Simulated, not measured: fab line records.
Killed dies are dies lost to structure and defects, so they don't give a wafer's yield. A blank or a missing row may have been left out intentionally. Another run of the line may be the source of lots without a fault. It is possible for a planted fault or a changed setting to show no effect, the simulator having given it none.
Tool commonality check || flow rit-cmos || 14 lots, 42 wafers sampled

== THE REASON FOR OPENING IT ==
Of 14 lots, 2 have the reading NSD_TW flagged at RIT_NSD_TW_MEAS_10. Wafers without a fault read 3156, standard deviation 16.
Rule: a lot gets a flag if all its wafers with a number sit over 4 standard deviations from that mean, or if no wafer of it has a number. The other lots count as sound.

{"lot": "L839", "measured": "day 3 01:46", "on": "film-metro-01", "NSD_TW, wafer by wafer": "3133 3145 3139", "flag": ""}
{"lot": "L840", "measured": "day 3 06:14", "on": "film-metro-02", "NSD_TW, wafer by wafer": "3155 3171 3184", "flag": ""}
{"lot": "L841", "measured": "day 3 19:34", "on": "film-metro-02", "NSD_TW, wafer by wafer": "3169 3161 3183", "flag": ""}
{"lot": "L845", "measured": "day 4 14:04", "on": "film-metro-02", "NSD_TW, wafer by wafer": "3166 3165 3166", "flag": ""}
{"lot": "L847", "measured": "day 4 17:47", "on": "film-metro-02", "NSD_TW, wafer by wafer": "3162 3173 3156", "flag": ""}
{"lot": "L848", "measured": "day 5 02:06", "on": "film-metro-02", "NSD_TW, wafer by wafer": "3181 3189 3165", "flag": ""}
{"lot": "L850", "measured": "day 5 12:22", "on": "film-metro-01", "NSD_TW, wafer by wafer": "3143 3151 3157", "flag": ""}
{"lot": "L851", "measured": "day 5 17:34", "on": "film-metro-04", "NSD_TW, wafer by wafer": "3136 3154 3151", "flag": ""}
{"lot": "L852", "measured": "day 5 23:17", "on": "film-metro-01", "NSD_TW, wafer by wafer": "3168 3154 3154", "flag": ""}
{"lot": "L853", "measured": "day 6 02:59", "on": "film-metro-02", "NSD_TW, wafer by wafer": "3147 3140 3130", "flag": ""}
{"lot": "L855", "measured": "day 6 12:46", "on": "film-metro-01", "NSD_TW, wafer by wafer": "3171 3176 3158", "flag": ""}
{"lot": "L856", "measured": "day 6 13:58", "on": "film-metro-04", "NSD_TW, wafer by wafer": "3153 3167 3169", "flag": ""}
{"lot": "L860", "measured": "day 7 12:16", "on": "film-metro-04", "NSD_TW, wafer by wafer": "2717 2714 2715", "flag": "FLAGGED"}
{"lot": "L861", "measured": "day 7 18:53", "on": "film-metro-01", "NSD_TW, wafer by wafer": "2757 2749 2765", "flag": "FLAGGED"}
The numbers of the flagged lots are 2736 on average: -420 against the usual, or -26 standard deviations.

== EACH LOT AND THE TOOL IT RAN ON ==
The record holds 2 process steps before the reading, out of a route of 202 steps. Read each cell as the tool, then ch plus the chambers that the sampled wafers visited, then the start.
{"lot": "L839", "flag": "", "RIT_GATE_STRIP_20": "plasma-asher-01 ch 0,1, day 2 13:41", "RIT_NSD_IMPLANT_08": "implanter-03 ch 0, day 3 01:28"}
{"lot": "L840", "flag": "", "RIT_GATE_STRIP_20": "plasma-asher-03 ch 0,1, day 2 19:53", "RIT_NSD_IMPLANT_08": "implanter-03 ch 0, day 3 05:55"}
{"lot": "L841", "flag": "", "RIT_GATE_STRIP_20": "plasma-asher-03 ch 0,1, day 3 09:07", "RIT_NSD_IMPLANT_08": "implanter-03 ch 0, day 3 19:17"}
{"lot": "L845", "flag": "", "RIT_GATE_STRIP_20": "plasma-asher-01 ch 0,1, day 4 03:49", "RIT_NSD_IMPLANT_08": "implanter-03 ch 0, day 4 13:44"}
{"lot": "L847", "flag": "", "RIT_GATE_STRIP_20": "plasma-asher-01 ch 0,1, day 4 06:55", "RIT_NSD_IMPLANT_08": "implanter-01 ch 0, day 4 17:28"}
{"lot": "L848", "flag": "", "RIT_GATE_STRIP_20": "plasma-asher-02 ch 0,1, day 4 15:33", "RIT_NSD_IMPLANT_08": "implanter-03 ch 0, day 5 01:46"}
{"lot": "L850", "flag": "", "RIT_GATE_STRIP_20": "plasma-asher-01 ch 0,1, day 4 23:33", "RIT_NSD_IMPLANT_08": "implanter-03 ch 0, day 5 12:05"}
{"lot": "L851", "flag": "", "RIT_GATE_STRIP_20": "plasma-asher-01 ch 0,1, day 5 06:37", "RIT_NSD_IMPLANT_08": "implanter-03 ch 0, day 5 17:15"}
{"lot": "L852", "flag": "", "RIT_GATE_STRIP_20": "plasma-asher-01 ch 0,1, day 5 12:01", "RIT_NSD_IMPLANT_08": "implanter-04 ch 0, day 5 22:58"}
{"lot": "L853", "flag": "", "RIT_GATE_STRIP_20": "plasma-asher-01 ch 0,1, day 5 14:52", "RIT_NSD_IMPLANT_08": "implanter-03 ch 0, day 6 02:40"}
{"lot": "L855", "flag": "", "RIT_GATE_STRIP_20": "plasma-asher-02 ch 0,1, day 6 01:19", "RIT_NSD_IMPLANT_08": "implanter-01 ch 0, day 6 12:27"}
{"lot": "L856", "flag": "", "RIT_GATE_STRIP_20": "plasma-asher-01 ch 0,1, day 6 02:59", "RIT_NSD_IMPLANT_08": "implanter-03 ch 0, day 6 13:40"}
{"lot": "L860", "flag": "FLAGGED", "RIT_GATE_STRIP_20": "plasma-asher-01 ch 0,1, day 7 00:34", "RIT_NSD_IMPLANT_08": "implanter-04 ch 0, day 7 11:56"}
{"lot": "L861", "flag": "FLAGGED", "RIT_GATE_STRIP_20": "plasma-asher-02 ch 0,1, day 7 07:40", "RIT_NSD_IMPLANT_08": "implanter-04 ch 0, day 7 18:34"}
What these steps do:
- RIT_GATE_STRIP_20: strips in O2, time 180 s.
- RIT_NSD_IMPLANT_08
- RIT_NSD_TW_MEAS_10

== FLAGGED AGAINST TOTAL, ONE TOOL AT A TIME (gauges that did the reading follow at the end) ==
{"step": "RIT_GATE_STRIP_20", "tool": "plasma-asher-01", "lots run": 9, "flagged": 1, "share of the flagged lots": "some", "sound lots run after its first flagged lot": 0}
{"step": "RIT_GATE_STRIP_20", "tool": "plasma-asher-02", "lots run": 3, "flagged": 1, "share of the flagged lots": "some", "sound lots run after its first flagged lot": 0}
{"step": "RIT_GATE_STRIP_20", "tool": "plasma-asher-03", "lots run": 2, "flagged": 0, "share of the flagged lots": "none", "sound lots run after its first flagged lot": "-"}
{"step": "RIT_NSD_IMPLANT_08", "tool": "implanter-01", "lots run": 2, "flagged": 0, "share of the flagged lots": "none", "sound lots run after its first flagged lot": "-"}
{"step": "RIT_NSD_IMPLANT_08", "tool": "implanter-03", "lots run": 9, "flagged": 0, "share of the flagged lots": "none", "sound lots run after its first flagged lot": "-"}
{"step": "RIT_NSD_IMPLANT_08", "tool": "implanter-04", "lots run": 3, "flagged": 2, "share of the flagged lots": "all", "sound lots run after its first flagged lot": 0}
{"step": "RIT_NSD_TW_MEAS_10", "tool": "film-metro-01", "lots run": 5, "flagged": 1, "share of the flagged lots": "some", "sound lots run after its first flagged lot": 0}
{"step": "RIT_NSD_TW_MEAS_10", "tool": "film-metro-02", "lots run": 6, "flagged": 0, "share of the flagged lots": "none", "sound lots run after its first flagged lot": "-"}
{"step": "RIT_NSD_TW_MEAS_10", "tool": "film-metro-04", "lots run": 3, "flagged": 1, "share of the flagged lots": "some", "sound lots run after its first flagged lot": 0}

== THE TABLE: WHAT IT ALLOWS ==
All flagged lots share 1 row of the table, namely implanter-04 at RIT_NSD_IMPLANT_08.
- implanter-04 at RIT_NSD_IMPLANT_08: 2 of its 3 lots flagged. Its last sound lot is L852 (day 5 22:58), its first flagged lot L860 (day 7 11:56): a fault that began between those two fits. Its own readings lie more than 4 standard deviations out on every wafer of the flagged lots: dose-ions-cm2, faraday-current-uA.
Just one tool remains: implanter-04 at RIT_NSD_IMPLANT_08.

== WHAT THE SIMULATOR PUT IN ==
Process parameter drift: implanter-04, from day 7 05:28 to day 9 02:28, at RIT_NSD_IMPLANT_08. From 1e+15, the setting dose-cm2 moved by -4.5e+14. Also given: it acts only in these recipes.
Struck lots among those shown: L860, L861. The rule above reached the same finding.
